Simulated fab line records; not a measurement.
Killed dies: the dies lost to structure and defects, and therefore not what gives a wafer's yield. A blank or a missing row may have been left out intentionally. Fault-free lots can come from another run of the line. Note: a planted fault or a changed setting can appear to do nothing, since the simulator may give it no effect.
Which tool is to blame? / flow rit_cmos / 14 lots with 42 wafers sampled at 2 steps, on a route of 202 steps

== WHAT THE GAUGES SHOWED, per wafer ==
The record holds no reading of a measuring or inspecting step that can be judged against a usual standard deviation.

== WHAT TOOL EACH LOT RAN ON (gives the tool, then ch and the chambers of the sampled wafers, and finally the start) ==
lot=L138; RIT_NWELL_STRIP_09=plasma_asher-02 ch 0,1, day 1 22:11; RIT_M1_PROBE_99=-
lot=L140; RIT_NWELL_STRIP_09=plasma_asher-02 ch 0,1, day 2 09:16; RIT_M1_PROBE_99=-
lot=L142; RIT_NWELL_STRIP_09=plasma_asher-03 ch 0,1, day 2 18:28; RIT_M1_PROBE_99=-
lot=L143; RIT_NWELL_STRIP_09=plasma_asher-03 ch 0,1, day 2 23:04; RIT_M1_PROBE_99=-
lot=L144; RIT_NWELL_STRIP_09=plasma_asher-02 ch 0,1, day 3 05:08; RIT_M1_PROBE_99=-
lot=L146; RIT_NWELL_STRIP_09=plasma_asher-03 ch 1, day 3 17:14; RIT_M1_PROBE_99=-
lot=L149; RIT_NWELL_STRIP_09=plasma_asher-03 ch 0,1, day 4 06:23; RIT_M1_PROBE_99=prober-01, day 5 21:08
lot=L150; RIT_NWELL_STRIP_09=plasma_asher-03 ch 0,1, day 4 11:01; RIT_M1_PROBE_99=prober-02, day 6 02:50
lot=L154; RIT_NWELL_STRIP_09=plasma_asher-01 ch 0,1, day 5 07:31; RIT_M1_PROBE_99=-
lot=L156; RIT_NWELL_STRIP_09=plasma_asher-02 ch 0,1, day 5 15:41; RIT_M1_PROBE_99=-
lot=L157; RIT_NWELL_STRIP_09=plasma_asher-02 ch 0,1, day 5 22:28; RIT_M1_PROBE_99=-
lot=L158; RIT_NWELL_STRIP_09=plasma_asher-02 ch 0,1, day 6 04:52; RIT_M1_PROBE_99=-
lot=L160; RIT_NWELL_STRIP_09=plasma_asher-01 ch 0,1, day 6 11:54; RIT_M1_PROBE_99=-
lot=L161; RIT_NWELL_STRIP_09=plasma_asher-01 ch 0,1, day 6 19:23; RIT_M1_PROBE_99=-
- RIT_NWELL_STRIP_09: strips in O2, time 180 s.
- RIT_M1_PROBE_99

== AS READ BY THE TOOLS THEMSELVES (means over the sampled wafers that have a number; for cases with no such wafer, the mark the record gives instead) ==
RIT_NWELL_STRIP_09. Usual: 5.4 A for drypump_motor_current_A, sd 0.45.
lot=L138; tool=plasma_asher-02; drypump_motor_current_A (A)=5.2; flag=
lot=L140; tool=plasma_asher-02; drypump_motor_current_A (A)=5.3; flag=
lot=L142; tool=plasma_asher-03; drypump_motor_current_A (A)=5.4; flag=
lot=L143; tool=plasma_asher-03; drypump_motor_current_A (A)=5.4; flag=
lot=L144; tool=plasma_asher-02; drypump_motor_current_A (A)=5.2; flag=
lot=L146; tool=plasma_asher-03; drypump_motor_current_A (A)=5.5; flag=
lot=L149; tool=plasma_asher-03; drypump_motor_current_A (A)=5.4; flag=
lot=L150; tool=plasma_asher-03; drypump_motor_current_A (A)=5.4; flag=
lot=L154; tool=plasma_asher-01; drypump_motor_current_A (A)=5.9; flag=
lot=L156; tool=plasma_asher-02; drypump_motor_current_A (A)=5.3; flag=
lot=L157; tool=plasma_asher-02; drypump_motor_current_A (A)=5.3; flag=
lot=L158; tool=plasma_asher-02; drypump_motor_current_A (A)=5.2; flag=
lot=L160; tool=plasma_asher-01; drypump_motor_current_A (A)=5.9; flag=
lot=L161; tool=plasma_asher-01; drypump_motor_current_A (A)=5.9; flag=

RIT_M1_PROBE_99. Usual: killed_at_M0_to_M3 0.0, standard deviation 0.2; killed_at_contacts 0.1, standard deviation 0.25; killed_at_front_end 6, standard deviation 3.1; killed_dies 6, standard deviation 3.1; killed_open 2.9, standard deviation 2; killed_short 3.3, standard deviation 2.
lot=L149 tool=prober-01 killed_at_M0_to_M3=0.0 killed_at_contacts=0.0 killed_at_front_end=29 killed_dies=29 killed_open=1.0 killed_short=3.3 flag=OFF
lot=L150 tool=prober-02 killed_at_M0_to_M3=0.0 killed_at_contacts=0.0 killed_at_front_end=31 killed_dies=31 killed_open=4.0 killed_short=4.3 flag=OFF

== THE ANSWER, worked out from the rows above alone ==
Rule: a lot is off if the mean of its wafers that have a number lies more than 3 standard deviations from the usual mean. Also off: a lot with no number at a reading for which 4 or more lots have one. All remaining lots with rows at the step are treated as sound. The gauges are gone through in route order, then the tools' own readings, and for those a lot's mean is taken as printed above. At the first step where some lot is off, the reading lying furthest off is the one used; lots without a number count as furthest.
Off: L149, L150, at RIT_M1_PROBE_99 (killed_at_front_end). Neither off nor sound, because the step has no rows for them: L138, L140, L142, L143, L144, L146, L154, L156, L157, L158, L160, L161.
If a tool, at that step or one of the process steps before it, ran each lot that is off and ran no sound lot following the first of them, it fits. One fits: plasma_asher-03 at RIT_NWELL_STRIP_09. It ran no sound lot before its first lot that is off in this sample, so the start can't be narrowed down.

== WHAT THE SIMULATOR HAD PUT IN ==
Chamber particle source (plasma_asher-03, RIT_NWELL_STRIP_09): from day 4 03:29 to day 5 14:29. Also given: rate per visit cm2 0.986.
Shown lots that were struck: L149, L150. This agrees with what the rule above found.
